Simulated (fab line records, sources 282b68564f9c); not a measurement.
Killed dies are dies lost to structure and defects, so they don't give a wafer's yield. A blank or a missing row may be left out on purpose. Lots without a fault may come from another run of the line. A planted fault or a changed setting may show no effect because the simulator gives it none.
A struck lot beside a sound one | flow rit_cmos | 19 steps out of a route of 202
Sound: wafers L986.1, L986.2, L986.6. Struck: wafers L991.1, L991.4, L991.6. The cause comes at the end.
At each step with rows: each side's tool, then ch and its chambers, then its first start. Under that, the readings that differ: sound wafers | struck wafers | difference of the means | sigmas: that difference in standard deviations of wafers without a fault.
alike: readings whose means differ by less than 2 such deviations, and words and numbers that are the same on both sides. not compared: withheld readings, readings that some wafer has no value for, bounds like >300 that may hide the same value, and numbers for which the record gives no deviation and whose values overlap.
The two part at a step that has a row with sigmas, a row that says differs or no value, or rows on one side only. Numbers that don't overlap but have no deviation are shown without sigmas and don't part them. A reading that every wafer of one side lacks parts them only if that side has two wafers or more.

first, 3 steps without rows for these wafers: RIT_GATE_CLEAN_02 (cleans in dHF, time 31.25 s); RIT_GATE_CLEAN_03 (cleans in SC2, time 600 s); RIT_GATE_CLEAN_04 (cleans in dHF, time 60 s).
RIT_FOX2_THK_MEAS_91:
  sound on film_metro-03, day 4 12:04; struck on film_metro-02, day 5 12:33
  alike: FIELD_OXIDE_LEFT_2_THK
then, 2 steps without rows for these wafers: RIT_GATE_OXIDATION_05 (target thk 3 nm, ox time 270 s); RIT_GATE_ANNEAL_06 (time 600 s).
RIT_GATE_THK_MEAS_07:
  sound on film_metro-01, day 4 15:22; struck on film_metro-01, day 5 13:56
  reading             | sound          | struck         | difference | sigmas
  GATE_OXIDE_THK (nm) | 2.81 2.90 2.83 | 3.05 3.10 3.03 | +0.21      | +2
then, 1 step without rows for these wafers: RIT_GATE_CVD_08 (deposits poly-Si from SiH4, target thk 250 nm, time 2220 s).
RIT_GATE_THK_MEAS_09:
  sound on film_metro-02, day 4 17:02; struck on film_metro-01, day 5 15:37
  reading            | sound       | struck      | difference | sigmas
  GATE_POLY_THK (nm) | 247 248 251 | 258 258 258 | +9         | +3
then, 3 steps without rows for these wafers: RIT_GATE_HMDS_10 (prime time 60 s); RIT_GATE_COAT_11 (resist thk 850 nm); RIT_GATE_SOFTBAKE_12 (time 60 s).
RIT_GATE_EXPOSE_13: exposes mask M6, target cd 150 nm.
  sound on iline_stepper-02 ch 0, day 4 17:34; struck on iline_stepper-02 ch 0, day 5 16:15
  reading                      | sound                | struck               | difference | sigmas
  model.GATE.overlay_x_nm (nm) | 0.4071 0.4071 0.4071 | -150.8 -150.8 -150.8 | -151.2     |
  alike: mask
then, 2 steps without rows for these wafers: RIT_GATE_PEB_14; RIT_GATE_DEVELOP_15 (develop time 48.59 s).
RIT_GATE_CD_MEAS_16: target cd 150 nm.
  sound on cd_sem-02, day 4 17:59; struck on cd_sem-01, day 5 16:52
  alike: cd_nm
RIT_GATE_OVL_MEAS_17:
  sound on overlay-01, day 4 18:07; struck on overlay-02, day 5 16:59
  reading       | sound         | struck               | difference | sigmas
  GATE_OVL (nm) | -0.5 0.2 -0.2 | -151.7 -152.2 -152.4 | -151.9     | -99 or more
then, 1 step without rows for these wafers: RIT_GATE_HARDBAKE_18 (time 60 s).
RIT_M1_PROBE_99:
  sound on prober-01, day 5 15:14; struck on prober-02, day 6 13:27
  reading                                                 | sound                | struck               | difference | sigmas
  model.etest.nldd.width_nm (nm)                          | 3228 3202 3202       | 3090 3117 3119       | -102       |
  model.etest.pldd.width_nm (nm)                          | 3206 3191 3188       | 3119 3098 3127       | -80        |
  model.etest.select_edge_diode_n.leak_log10_a (angstrom) | -9.622 -9.889 -9.778 | -6.223 -6.296 -6.354 | +3.472     |
  model.etest.select_edge_diode_p.leak_log10_a (angstrom) | -10.06 -10.28 -10.47 | -6.526 -6.649 -6.865 | +3.590     |
  model.etest.gate_end_array.leak_log10_a_um              | -12.74 -12.65 -12.6  | -11.68 -11.7 -11.68  | +0.98      |
  alike: killed_at_M0_to_M3, killed_at_contacts, killed_at_front_end, killed_dies, killed_on_rim, killed_open, killed_short

WHERE THEY PART
First at RIT_GATE_THK_MEAS_07; last, within this record, at RIT_GATE_OVL_MEAS_17. Later steps at which nothing parts them and some readings are alike: RIT_M1_PROBE_99.

WHY: what the simulator had put in
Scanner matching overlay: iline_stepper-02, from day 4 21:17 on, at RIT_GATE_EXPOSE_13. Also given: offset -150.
